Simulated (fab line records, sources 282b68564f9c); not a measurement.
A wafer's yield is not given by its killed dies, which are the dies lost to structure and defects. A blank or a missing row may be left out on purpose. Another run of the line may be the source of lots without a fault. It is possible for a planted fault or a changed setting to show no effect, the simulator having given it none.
Matching of chambers / flow rit-cmos / rie-diel-03 running RIT_SPACER_ETCHBACK_05: 4 sister chambers
The step etches Si3N4 in SF6/CHF3, stops on SiO2, target depth 250 nm, time 240 s. 8 wafers are shown with their chamber, then 9 later ones without.

## WAFERS WITH THEIR CHAMBER
wafer=L380.4; chamber=2; drypump-motor-current-A (A)=5.8; throttle-valve-pct (%)=10.41
wafer=L380.5; chamber=2; drypump-motor-current-A (A)=5.8; throttle-valve-pct (%)=10.43
wafer=L381.3; chamber=0; drypump-motor-current-A (A)=5.6; throttle-valve-pct (%)=10.44
wafer=L381.4; chamber=1; drypump-motor-current-A (A)=6.2; throttle-valve-pct (%)=10.21
wafer=L381.6; chamber=3; drypump-motor-current-A (A)=4.8; throttle-valve-pct (%)=10.32
wafer=L386.2; chamber=1; drypump-motor-current-A (A)=6.1; throttle-valve-pct (%)=10.21
wafer=L386.4; chamber=0; drypump-motor-current-A (A)=5.6; throttle-valve-pct (%)=10.45
wafer=L386.6; chamber=3; drypump-motor-current-A (A)=4.8; throttle-valve-pct (%)=10.32

## WAFERS WITHOUT THEIR CHAMBER
wafer=L389.2; drypump-motor-current-A (A)=5.8; throttle-valve-pct (%)=10.41
wafer=L389.3; drypump-motor-current-A (A)=4.8; throttle-valve-pct (%)=10.32
wafer=L389.6; drypump-motor-current-A (A)=5.8; throttle-valve-pct (%)=10.42
wafer=L395.4; drypump-motor-current-A (A)=5.7; throttle-valve-pct (%)=10.45
wafer=L395.5; drypump-motor-current-A (A)=5.8; throttle-valve-pct (%)=10.41
wafer=L395.6; drypump-motor-current-A (A)=4.8; throttle-valve-pct (%)=10.30
wafer=L397.1; drypump-motor-current-A (A)=5.8; throttle-valve-pct (%)=10.42
wafer=L397.5; drypump-motor-current-A (A)=5.7; throttle-valve-pct (%)=10.45
wafer=L397.6; drypump-motor-current-A (A)=4.8; throttle-valve-pct (%)=10.30

## WHICH CHAMBER EACH ONE RAN IN
wafer=L389.2; from the rows above=2; in truth=2
wafer=L389.3; from the rows above=3; in truth=3
wafer=L389.6; from the rows above=2; in truth=2
wafer=L395.4; from the rows above=can't be placed: 0 or 2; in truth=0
wafer=L395.5; from the rows above=2; in truth=2
wafer=L395.6; from the rows above=3; in truth=3
wafer=L397.1; from the rows above=2; in truth=2
wafer=L397.5; from the rows above=can't be placed: 0 or 2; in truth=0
wafer=L397.6; from the rows above=3; in truth=3
Correctly placed: 7 of 9. Unplaceable from these rows: 2, with the true chamber sitting among the candidates in 2. Wrongly placed: 0.
How it was worked out, from the rows above alone: a wafer's distance from a chamber is the root of the sum, over the readings, of the square of ((its reading less the chamber's mean) divided by the reading's scatter). If the next closest chamber is less than 2 further off than the closest, the wafer can't be placed; otherwise it belongs to the closest. Each chamber's mean is taken over the wafers shown for it. The scatter: the root of (the sum of the squares of (reading less its chamber's mean) over the shown wafers, divided by (wafers less chambers)).
